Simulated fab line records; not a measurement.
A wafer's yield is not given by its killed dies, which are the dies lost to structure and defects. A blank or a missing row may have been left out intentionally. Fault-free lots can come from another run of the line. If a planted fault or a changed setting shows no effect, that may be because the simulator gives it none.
One fault seen from 2 desks :: flow berkeleyCmos170 :: only its own numbers are on each desk; what lay behind them is given at the end

THE TOOL OWNER'S DESK: lithoTrack-01
The tool's own readings at UCB170_M2_SOFTBAKE_11 (time 60 s): means of the sampled wafers that have a number, for each lot that ran on this tool. Marked OUT: a lot whose mean sits more than 4 standard deviations from the usual mean, which makes it out of limits; the brackets give that distance.
Columns: A = plateTempC at UCB170_M2_SOFTBAKE_11, usual 130.00 C; B = runLengthS at UCB170_M2_SOFTBAKE_11, usual 89.26 s
lot: L796
first seen here: day 8 02:00
A: 129.83
B: 89.28

lot: L798
first seen here: day 8 10:00
A: 130.12
B: 89.30

lot: L799
first seen here: day 9 04:00
A: 130.02
B: 89.29

lot: L804
first seen here: day 10 05:00
A: 130.13
B: 93.03 (+31) OUT

lot: L807
first seen here: day 11 03:00
A: 129.89
B: 92.89 (+30) OUT
Finding of this desk: L804, L807 out of limits; the first was L804 at day 10 05:00, on runLengthS at UCB170_M2_SOFTBAKE_11. L796, L798, L799 stayed within limits.

AT THE METROLOGY DESK
What the gauges read, lot by lot, whatever tool the lot ran on: means of the sampled wafers that have a number. Marked OUT: a lot whose mean sits more than 4 standard deviations from the usual mean, which makes it out of limits; the brackets give that distance.
Columns: A = M1_AL_RS at UCB170_M1_RS_MEAS_01, usual 0.0484 ohm/sq; B = M1_AL_THK at UCB170_M1_THK_MEAS_02, usual 603 nm; C = V2_BOW at UCB170_V2_BOW_MEAS_03, usual 36 um
lot: L796
first seen here: day 7 16:12
A: 0.0484
B: 605
C: 40

lot: L793
first seen here: day 7 18:02
A: 0.0480
B: 606
C: 35

lot: L797
first seen here: day 7 23:52
A: 0.0494
B: 586
C: 31

lot: L798
first seen here: day 8 00:06
A: 0.0486
B: 603
C: 37

lot: L800
first seen here: day 8 17:28
A: 0.0486
B: 597
C: 41

lot: L799
first seen here: day 8 18:12
A: 0.0485
B: 599
C: 32

lot: L801
first seen here: day 8 23:40
A: 0.0481
B: 605
C: 33

lot: L804
first seen here: day 9 19:08
A: 0.0492
B: 592
C: 31

lot: L805
first seen here: day 9 19:25
A: 0.0494
B: 592
C: 33

lot: L806
first seen here: day 9 23:30
A: 0.0485
B: 601
C: 43

lot: L807
first seen here: day 10 13:35
A: 0.0487
B: 596
C: 40

lot: L814
first seen here: day 11 15:47
A: 0.0486
B: 599
C: 37

lot: L815
first seen here: day 12 00:58
A: 0.0486
B: 600
C: 37

lot: L816
first seen here: day 12 02:13
A: 0.0479
B: 614
C: 39
Finding of this desk: none of the 14 lots has anything out of limits.

ALL TOGETHER
On L804, L807, at day 10 05:00, an alarm was possible from the tool owner's desk.
From the metrology desk's view, nothing was out of limits.
The metrology desk holds a record of L804, L807, inside its limits.
All the named lots went through UCB170_M2_SOFTBAKE_11 on lithoTrack-01.

WHAT WAS PUT IN BY THE SIMULATOR
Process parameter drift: lithoTrack-01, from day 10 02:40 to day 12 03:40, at UCB170_M2_SOFTBAKE_11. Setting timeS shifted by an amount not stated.
Lots struck among those shown: L804, L807.
Each desk's first reading out of limits, in hours after the fault started: the tool owner's desk, 2.
